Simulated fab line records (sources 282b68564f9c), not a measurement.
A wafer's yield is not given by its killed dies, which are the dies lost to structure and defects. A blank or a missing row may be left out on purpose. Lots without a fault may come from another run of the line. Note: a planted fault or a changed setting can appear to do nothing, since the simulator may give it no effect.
fab line records -- flow rit-cmos
record: lots: 15, wafers: 45, last-day: 7
route steps=202 shown PWELL@48 M1@202
lots that met no fault: from a run of the same line without faults
start-h: hours from the record's opening day to when the first of the lot's shown wafers began -- wait-h: hours since the lot's step before -- " identical to the entry in the row above -- L1.1+2: a single row standing in for several wafers -- - no value, or no start given -- * or withheld: withheld -- < > ~ a bound
route shown NAME@n: a module of which the file shows steps, and the number in the route of the first -- usual: mean/standard deviation taken from wafers without a fault -- same: alike in all rows -- chamber/n: place in a boat -- sites: per-site readings -- _std_site: standard deviation of those values -- _edge_site: mean of outer sites minus mean of inner sites -- radius-mm: how far each site lies from the wafer's centre -- mask NAME#n: copy n -- behind: tool/chamber where the wafer was last shaped -- hold: reason for holding the lot/hours on hold/outcome of the hold -- device: the n, p or np transistor that did not switch -- end of line: the tests these same wafers got at the end of their route -- a step with no rows: only its recipe -- killed: dies that structure and defects cost at the first sort, which is not the same as the wafer's yield -- map: per-die view of a wafer (x killed, . not killed, _ where there is no die)
set.NAME: setting as actually run; set.NAME@STEP: the setting as run at that earlier step -- model.NAME: the simulator's own value behind a step, which no gauge read
route steps across a sampled set of lots; one table per step, one row per wafer
services: when a tool's chamber went out of use (start-h, in hours from the record's first day, below 0 if earlier), for how many hours, and the reason
== steps ==
step: RIT_PWELL_STRIP_09
recipe: chemistry: O2, time-s: 180, resist: NOVOLAK, platen-temp-c: withheld, power-w: 500, pressure-mtorr: 4000, o2-flow-sccm: 4000
usual: drypump-motor-current-A: 5.59/0.27, o2-flow-sccm: 3999/12
same: time-s: 180
lot.wafer,tool,chamber,start-h,wait-h,drypump-motor-current-A,o2-flow-sccm,rf-hours-counter-h
L641.2,plasma-asher-02,1,28.66,0.1,5.68,3994,37
L641.4,plasma-asher-02,1,28.66,0.1,5.70,4015,-
L641.6,plasma-asher-02,0,28.66,0.1,5.26,3998,-
L642.1,plasma-asher-03,1,33.64,0.1,5.44,3990,40
L642.2,plasma-asher-03,0,33.64,0.1,5.85,3980,40
L642.4,plasma-asher-03,0,33.64,0.1,5.81,3981,-
L643.3,plasma-asher-02,0,37.91,0.1,5.31,4016,-
L643.4,plasma-asher-02,1,37.91,0.1,5.70,3980,-
L643.5,plasma-asher-02,0,37.91,0.1,5.24,4023,-
L644.1,plasma-asher-01,1,45.54,0.1,6.22,4005,38
L644.3,plasma-asher-01,0,45.54,0.1,5.40,3999,-
L644.6,plasma-asher-01,0,45.54,0.1,5.39,3993,-
L645.4,plasma-asher-03,0,49.07,0.1,5.86,4016,-
L645.5,plasma-asher-03,0,49.07,0.1,5.86,3994,-
L645.6,plasma-asher-03,1,49.07,0.1,5.44,3994,-
L646.1,plasma-asher-03,1,53.55,0.1,5.41,4000,43
L646.4,plasma-asher-03,0,53.55,0.1,5.85,4002,-
L646.5,plasma-asher-03,1,53.55,0.1,5.44,4003,-
L647.1,plasma-asher-03,0,57.83,0.1,5.86,4000,43
L647.4,plasma-asher-03,1,57.83,0.1,5.45,4000,-
L647.6,plasma-asher-03,0,57.83,0.1,5.85,4009,-
L648.1,plasma-asher-02,1,63.96,0.1,5.70,4009,41
L648.4,plasma-asher-02,0,63.96,0.1,5.28,4011,-
L648.5,plasma-asher-02,0,63.96,0.1,5.27,4029,-
L649.2,plasma-asher-02,1,67.75,0.1,5.70,3984,41
L649.5,plasma-asher-02,0,67.75,0.1,5.28,3998,-
L649.6,plasma-asher-02,1,67.75,0.1,5.68,4010,-
L650.1,plasma-asher-03,0,73.30,0.1,5.86,3989,45
L650.2,plasma-asher-03,1,73.30,0.1,5.45,4001,45
L650.6,plasma-asher-03,0,73.30,0.1,5.87,3980,-
L652.2,plasma-asher-02,1,82.59,0.1,5.70,6008,43
L652.3,plasma-asher-02,0,82.59,0.1,5.28,4003,-
L652.6,plasma-asher-02,0,82.59,0.1,5.25,4010,-
L653.1,plasma-asher-02,1,87.26,0.1,5.65,5994,44
L653.3,plasma-asher-02,0,87.26,0.1,5.35,3999,-
L653.6,plasma-asher-02,1,87.26,0.1,5.69,5999,-
L654.2,plasma-asher-02,1,93.51,0.1,5.70,5996,44
L654.4,plasma-asher-02,0,93.51,0.1,5.27,3974,-
L654.5,plasma-asher-02,1,93.51,0.1,5.68,6029,-
L655.2,plasma-asher-01,1,98.06,0.1,6.19,3991,45
L655.5,plasma-asher-01,1,98.06,0.1,6.19,3994,-
L655.6,plasma-asher-01,0,98.06,0.1,5.42,4011,-
L660.1,plasma-asher-03,1,122.90,0.1,5.42,4007,51
L660.2,plasma-asher-03,0,122.90,0.1,5.85,3997,51
L660.5,plasma-asher-03,1,122.90,0.1,5.40,3997,-
step: RIT_M1_PROBE_99
usual: killed-at-contacts: 0.1/0.24, killed-at-front-end: 7.1/2.8, killed-dies: 7.2/2.8, killed-open: 3.6/2.1, killed-short: 3.6/1.9
same: gross-dies: 264, killed_at_M0_to_M3: 0, killed_at_M4_up: 0, killed-at-back-side: 0, killed-at-other: 0
lot.wafer,tool,chamber,start-h,wait-h,killed-at-contacts,killed-at-front-end,killed-dies,killed-open,killed-short
L642.1,prober-01,-,72.85,0.1,0,12,12,5,7
L642.2,prober-01,-,72.90,0.1,0,10,10,6,4
L642.4,prober-01,-,73.00,0.2,0,7,7,2,5
L648.1,prober-01,-,97.79,0.1,0,12,12,6,6
L648.4,prober-01,-,97.94,0.2,0,6,6,4,2
L648.5,prober-01,-,97.99,0.2,0,13,13,7,6
L650.1,prober-02,-,107.36,0.1,0,9,9,3,6
L650.2,prober-02,-,107.41,0.1,0,2,2,2,0
L650.6,prober-02,-,107.61,0.2,0,2,2,0,2
L652.2,prober-02,-,116.32,0.1,0,4,4,0,4
L652.3,prober-02,-,116.37,0.2,0,6,6,5,1
L652.6,prober-02,-,116.52,0.2,0,4,4,2,2
L653.1,prober-01,-,121.32,0.1,1,12,13,5,8
L653.3,prober-01,-,121.42,0.2,0,8,8,4,4
L653.6,prober-01,-,121.57,0.2,0,8,8,3,5
L654.2,prober-02,-,127.86,0.1,0,14,14,7,7
L654.4,prober-02,-,127.96,0.2,0,9,9,3,6
L654.5,prober-02,-,128.01,0.2,0,12,12,7,5
L660.1,prober-02,-,157.55,0.1,0,9,9,2,7
L660.2,prober-02,-,157.60,0.1,0,7,7,2,5
L660.5,prober-02,-,157.75,0.2,0,5,5,1,4
killed by level:class
L642.1 FOX1:geometric-particle:open=2 REOX:geometric-particle:short=2 SPACER:geometric-particle:short=2 SPACER:geometric-particle:open=2 FOX1:geometric-particle:short=1 FOX2:geometric-particle:short=1 GATE:geometric-particle:short=1 REOX:geometric-particle:open=1
L642.2 GATE:geometric-particle:open=3 REOX:geometric-particle:open=2 REOX:geometric-particle:short=2 FOX1:geometric-particle:short=1 SPACER:geometric-particle:open=1 SPACER:geometric-particle:short=1
L642.4 GATE:geometric-particle:short=3 FOX1:geometric-particle:short=1 REOX:geometric-particle:short=1 SPACER:geometric-particle:open=1 SILICIDE:geometric-particle:open=1
L648.1 GATE:geometric-particle:open=3 FOX2:geometric-particle:open=2 SPACER:geometric-particle:short=2 FOX1:geometric-particle:short=1 FOX2:geometric-particle:short=1 GATE:geometric-particle:short=1 REOX:geometric-particle:short=1 SPACER:geometric-particle:open=1
L648.4 SILICIDE:geometric-particle:open=2 GATE:geometric-particle:short=1 REOX:geometric-particle:open=1 REOX:geometric-particle:short=1 SPACER:geometric-particle:open=1
L648.5 GATE:geometric-particle:open=3 FOX1:geometric-particle:short=2 SPACER:geometric-particle:short=2 FOX1:geometric-particle:open=1 FOX2:geometric-particle:open=1 GATE:geometric-particle:short=1 REOX:geometric-particle:short=1 SPACER:geometric-particle:open=1
L650.1 SILICIDE:geometric-particle:short=3 FOX2:geometric-particle:short=1 GATE:geometric-particle:open=1 REOX:geometric-particle:short=1 REOX:geometric-particle:open=1 SPACER:geometric-particle:short=1 SILICIDE:geometric-particle:open=1
L650.2 REOX:geometric-particle:open=1 SILICIDE:geometric-particle:open=1
L650.6 FOX1:geometric-particle:short=1 SPACER:geometric-particle:short=1
L652.2 GATE:geometric-particle:short=2 SPACER:geometric-particle:short=1 SILICIDE:geometric-particle:short=1
L652.3 GATE:geometric-particle:open=2 SILICIDE:geometric-particle:open=2 FOX2:geometric-particle:open=1 SILICIDE:geometric-particle:short=1
L652.6 FOX1:geometric-particle:open=1 FOX2:geometric-particle:open=1 GATE:geometric-particle:short=1 SILICIDE:geometric-particle:short=1
L653.1 GATE:geometric-particle:short=6 GATE:geometric-particle:open=2 FOX1:geometric-particle:short=1 FOX1:geometric-particle:open=1 SPACER:geometric-particle:short=1 SPACER:geometric-particle:open=1 CONTACT:geometric-particle:open=1
L653.3 FOX1:geometric-particle:short=2 REOX:geometric-particle:open=2 FOX1:geometric-particle:open=1 GATE:geometric-particle:short=1 GATE:geometric-particle:open=1 SPACER:geometric-particle:short=1
L653.6 GATE:geometric-particle:short=3 FOX1:geometric-particle:short=2 REOX:geometric-particle:open=2 GATE:geometric-particle:open=1
L654.2 FOX1:geometric-particle:open=3 FOX1:geometric-particle:short=3 REOX:geometric-particle:short=3 SILICIDE:geometric-particle:open=2 FOX2:geometric-particle:open=1 REOX:geometric-particle:open=1 SILICIDE:geometric-particle:short=1
L654.4 FOX1:geometric-particle:short=2 GATE:geometric-particle:short=2 FOX2:geometric-particle:open=1 REOX:geometric-particle:open=1 REOX:geometric-particle:short=1 SPACER:geometric-particle:short=1 SILICIDE:geometric-particle:open=1
L654.5 GATE:geometric-particle:open=4 GATE:geometric-particle:short=4 FOX1:geometric-particle:open=2 REOX:geometric-particle:short=1 SILICIDE:geometric-particle:open=1
L660.1 FOX2:geometric-particle:short=3 GATE:geometric-particle:short=3 FOX1:geometric-particle:open=1 FOX2:geometric-particle:open=1 SPACER:geometric-particle:short=1
L660.2 GATE:geometric-particle:short=4 FOX2:geometric-particle:short=1 GATE:geometric-particle:open=1 SPACER:geometric-particle:open=1
L660.5 FOX2:geometric-particle:short=2 FOX1:geometric-particle:open=1 FOX1:geometric-particle:short=1 SPACER:geometric-particle:short=1
== services ==
tool,chamber,start-h,hours,kind
plasma-asher-01,-,26.35,2.8,pm
plasma-asher-01,-,61.46,1.8,repair
plasma-asher-03,-,96.68,6.2,repair
plasma-asher-02,-,108.75,9.0,pm
plasma-asher-02,0,108.75,9.0,vent-cycle
plasma-asher-02,1,108.75,9.0,vent-cycle
plasma-asher-02,0,117.75,-,clean
plasma-asher-02,1,117.75,-,clean
== key ==
first-sign: step: RIT_PWELL_STRIP_09, reading: o2-flow-sccm, direction: up, sigmas: 99+, usual: 3999, struck: 6005
effect none on later readings
met-at RIT_PWELL_STRIP_09
struck-lots L652,L653,L654
struck-wafers L652.2,L653.1,L653.6,L654.2,L654.5
tester-left-out L652,L653,L654
onset-between 67.75 82.59
fault: kind: process-parameter-drift, tool: plasma-asher-02, chamber: 1, onset-h: 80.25, steps: RIT_PWELL_STRIP_09, channel: o2-flow-sccm, offset: 2000, shape: step, end-h: 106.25, acts-in: these-recipes-only, stated: 4000
tester-left-out: of these lots the tester's yield and bins aren't shown, on N5 and GAA mostly nor the transistor test; their killed dies are dies lost to structure and defects alone, not to doping, threshold or leakage, so they don't give the yield
